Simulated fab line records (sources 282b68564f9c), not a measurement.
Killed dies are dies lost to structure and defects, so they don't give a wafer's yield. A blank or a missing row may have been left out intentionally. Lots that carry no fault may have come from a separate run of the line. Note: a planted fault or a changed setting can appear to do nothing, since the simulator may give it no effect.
The tool behind it: which one?	flow rit-cmos	7 lots with 21 wafers sampled at 2 steps, on a route of 202 steps

WHAT THE GAUGES SHOWED, per wafer
RIT_GATE_OVL_MEAS_17.
lot	measured	on	GATE_OVL (nm)
L402	day 3 00:24	overlay-01	0.3 0.6 0.9
L404	day 3 06:31	overlay-02	1.2 1.0 0.3
L406	day 3 18:40	overlay-01	-1.2 0.2 -2.9
L409	day 4 08:26	overlay-01	0.3 1.7 1.1
L415	day 5 16:50	overlay-02	1.1 1.0 1.1
L419	day 7 02:14	overlay-02	-151.4 -151.2 -151.1 -151.3 -150.9 -151.4
L424	day 8 03:46	overlay-02	1.0 -0.9 -0.1

WHICH TOOL RAN EACH LOT (tool, then ch and the chambers of the sampled wafers, then the start)
lot	RIT_GATE_EXPOSE_13
L402	iline-stepper-01 ch 0, day 2 23:55
L404	iline-stepper-02 ch 0, day 3 06:01
L406	iline-stepper-02 ch 0, day 3 18:04
L409	iline-stepper-01 ch 0, day 4 07:56
L415	iline-stepper-02 ch 0, day 5 16:19
L419	iline-stepper-01 ch 0, day 7 01:43
L424	iline-stepper-02 ch 0, day 8 02:59
- RIT_GATE_EXPOSE_13: exposes mask M6, target cd 150 nm.

THE ANSWER, worked out from the rows above alone
Rule: what is usual is taken from the lots themselves. The widest of any qualifying gaps counts: lots, ordered by their means at a reading, are off when they make up no more than a third of the lots, leave a main group of 4 or more, and stand apart from it by 3 or more times the standard deviation of that group's means. A main group whose means are all the same, to the digits that the tables above print for the reading, isn't used. A lot without any number at a reading at which 4 lots or more have one is off too. Any other lot the step has rows for is counted as sound.
Off: L419, at RIT_GATE_OVL_MEAS_17 (GATE_OVL). The main group: mean 0.4 nm, standard deviation 0.83.
A tool fits if, at a process step before that reading, it ran every lot that is off, and no sound lot after the first of them. Those tools and the gauges at RIT_GATE_OVL_MEAS_17 are tried in the same way. One fits: iline-stepper-01 at RIT_GATE_EXPOSE_13. Its last sound lot is L409 (day 4 07:56), its first lot that is off L419 (day 7 01:43): a fault that began between those two fits.

WHAT WAS PUT IN BY THE SIMULATOR
Scanner matching overlay: iline-stepper-01, from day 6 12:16 on, at RIT_GATE_EXPOSE_13. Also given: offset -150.
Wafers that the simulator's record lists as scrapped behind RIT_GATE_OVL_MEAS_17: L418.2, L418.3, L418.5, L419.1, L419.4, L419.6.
Struck lots among those shown: L419. The same result came from the rule above.
